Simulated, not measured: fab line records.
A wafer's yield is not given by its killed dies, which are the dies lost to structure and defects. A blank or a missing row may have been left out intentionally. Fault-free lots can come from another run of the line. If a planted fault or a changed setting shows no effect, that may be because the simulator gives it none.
Lot-split experiment    flow rit cmos    on a route of 202 steps: 5 lots, 23 wafers read

ON THE SPLIT
At RIT_CONTACT_CVD_00 (deposits SiO2 from TEOS, target thk 400 nm, time 61 s), the setting time s was moved away from the recipe's 61 s on 10 of the 23 wafers read, by -6.7% to +6.8%. All remaining wafers had this setting at the recipe value.

The file shows no step between the split and the reading.

THE READING
CONTACT_TEOS_THK, in nm, at RIT_CONTACT_THK_MEAS_01. A value of 400 nm with a standard deviation of 4.7 nm is what fault-free wafers of this fab line usually give.

wafer   tool, chamber at the split  time s as run, s  against the recipe  CONTACT_TEOS_THK, nm  against lot-mates on the recipe
L074.1  pecvd-03, 1                 64.27             +5.4%               416                   +16
L074.2  pecvd-03, 2                 64.27             +5.4%               417                   +17
L074.4  pecvd-03, 0                 64.27             +5.4%               419                   +19
L074.5  pecvd-03, 2                 61                recipe              399                   -
L074.6  pecvd-03, 1                 61                recipe              401                   -
L078.1  pecvd-04, 0                 61                recipe              398                   -
L078.2  pecvd-04, 1                 57.8              -5.2%               378                   -20
L078.3  pecvd-04, 2                 61                recipe              399                   -
L078.5  pecvd-04, 1                 57.8              -5.2%               383                   -16
L078.6  pecvd-04, 0                 57.8              -5.2%               383                   -16
L080.1  pecvd-03, 2                 65.13             +6.8%               422                   +21
L080.2  pecvd-03, 0                 61                recipe              397                   -
L080.3  pecvd-03, 1                 65.13             +6.8%               423                   +22
L080.5  pecvd-03, 2                 61                recipe              404                   -
L080.6  pecvd-03, 1                 61                recipe              402                   -
L081.3  pecvd-04, 0                 61                recipe              391                   -
L081.4  pecvd-04, 2                 61                recipe              392                   -
L081.6  pecvd-04, 2                 61                recipe              400                   -
L083.1  pecvd-03, 2                 61                recipe              400                   -
L083.2  pecvd-03, 1                 56.9              -6.7%               370                   -33
L083.3  pecvd-03, 0                 61                recipe              406                   -
L083.5  pecvd-03, 2                 56.9              -6.7%               376                   -27
L083.6  pecvd-03, 1                 61                recipe              404                   -

THE FIT
A straight line over all 23 wafers: CONTACT_TEOS_THK changes by +3.54 nm for each +1% of time s; r = +0.97; the points scatter about the line by 3.7 nm.
The same after taking each lot's own level away (the mean of its wafers on the recipe; 23 wafers): +3.56 nm for each +1%; r = +0.97; scatter 3.3 nm.
The reading moves by 24 nm for the largest change in time s, on that fit.
The lots' own levels span 394.3 to 403.3 nm, that is 1.9 times the standard deviation above.
The two slopes agree, so the slope changes little with the lot-to-lot level.
Check: with one of the wafers moved furthest among these (+6.8%) left out of the fit, the line predicts +23.8 nm for it against its lot-mates. It came out at +21 nm against them.

THE WHOLE CHAIN: every reading that the file lists as answering this split, in the file's order
step                     what it does                                                                 reading                                                                         change (the file's fit)               r (the file's)
RIT_CONTACT_CVD_00       deposits SiO2 from TEOS, target thk 400 nm, time 61 s                        SiO2_of_CONTACT_CVD_00.thk nm (the simulator's own value, which no gauge read)  +3.67 nm for each +1% of the setting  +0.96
RIT_CONTACT_THK_MEAS_01                                                                               CONTACT_TEOS_THK                                                                +3.65 for each +1% of the setting     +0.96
RIT_CONTACT_ETCH_11      etches SiO2 in CHF3/CF4/Ar, stops on TiSi2, target depth 480 nm, time 320 s  etch.depth nm (the simulator's own value, which no gauge read)                  +3.67 nm for each +1% of the setting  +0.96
RIT_CONTACT_ETCH_11      etches SiO2 in CHF3/CF4/Ar, stops on TiSi2, target depth 480 nm, time 320 s  CONTACT.feature depth nm (the simulator's own value, which no gauge read)       +3.67 nm for each +1% of the setting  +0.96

FILE'S OWN FIT
CONTACT_TEOS_THK changes by +3.65 nm for each +1% of time s, r = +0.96.
